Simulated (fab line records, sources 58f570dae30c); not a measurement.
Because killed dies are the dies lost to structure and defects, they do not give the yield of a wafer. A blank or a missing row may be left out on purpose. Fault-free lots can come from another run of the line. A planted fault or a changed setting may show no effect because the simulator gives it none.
Code-filled problem report in 8D (eight disciplines) form | flow berkeley cmos170 | the parts of the form that need people (team, actions taken, sign-off) are left out

1. WHAT IS WRONG
UCB170_M2_ETCH_17, bias w: mean 57.5 W over 1 wafer from 1 lot; wafers with no fault: 100.0 W, standard deviation 0.31. So: -99 or more standard deviations from the usual mean.
The step: etches BARC in N2/H2.
Earliest sighting: wafer L305.4 on rie diel-02 at day 11 18:21. The record has a number at this step for 39 wafers belonging to 13 lots. By rule, "out" or "out of limits" means more than 4 standard deviations away from the usual mean. The rest of the wafers with a number are treated as sound.

2. WHAT IT IS; WHAT IT IS NOT
question                    | is                     | is not
which readings at this step | bias w, oes product au | drypump motor current A, rf fwd power W, throttle valve pct
which lots                  | L305                   | L293, L297, L298, L299, L300, L308, L310, L311, L312, L313, L314, L315
which wafers of those lots  | L305.4                 | L305.5, L305.6
read on which tools         | rie diel-02            | rie diel-01, rie diel-03
when                        | from day 11 18:21      | up to then (17 sound wafers); but 21 sound wafers of L308, L310, L311, L312, L313, L314, L315 came after

3. THE SUSPECTS, EACH WITH WHAT RULES IT OUT
Counting: any tool at a process step up to the reading remains a suspect provided it ran every lot that is out. Sound lots after the first of them don't rule it out here, since some wafers of a struck lot are sound.
- plasma asher-02 at UCB170_CONTACT_STRIP_06 (strips in O2): kept. It ran the lot that is out, L305 (day 11 04:32); its last sound lot up to then is L293 (day 7 14:31).
- rie diel-02 at UCB170_M2_ETCH_17 (etches BARC in N2/H2): kept. It ran the lot that is out, L305 (day 11 18:21); its last sound lot up to then is L298 (day 10 05:04). On those wafers its own readings are out: bias w, oes product au.
- In rie diel-02 at UCB170_M2_ETCH_17, the wafers that are out were processed in chamber 3 and their sound lot-mates in chambers 1, 2.
Left after counting: plasma asher-02 at UCB170_CONTACT_STRIP_06, rie diel-02 at UCB170_M2_ETCH_17.

4. THE CAUSE (what the simulator had put in)
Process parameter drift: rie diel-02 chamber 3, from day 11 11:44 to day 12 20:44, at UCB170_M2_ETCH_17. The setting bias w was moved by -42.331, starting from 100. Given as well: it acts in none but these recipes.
2 suspects survive the count, and this tool is in that group.

5. SEQUENCE OF EFFECTS, ordered by route
One row per reading whose mean, taken over the struck wafers that have a number, lies over 3 standard deviations from the usual. Only readings for which the record gives a usual standard deviation are gone through. hours: the time from each lot's start at the first step in this table that gives one to its start at this step, as a median over the lots. sigmas: the change in usual standard deviations.
hours | step              | reading        | usual      | on struck wafers | change | sigmas
0     | UCB170_M2_ETCH_17 | bias w         | 100.0 W    | 57.5             | -42.5  | -99 or more
0     | UCB170_M2_ETCH_17 | oes product au | 0.997 a.u. | 0.841            | -0.156 | -8.7
Process steps it contains:
- UCB170_M2_ETCH_17: etches BARC in N2/H2.

6. HOW IT WOULD HAVE BEEN CAUGHT EARLIER
First out-of-limits reading in this record: day 11 18:21, which is 7 hours after fault onset at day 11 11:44.
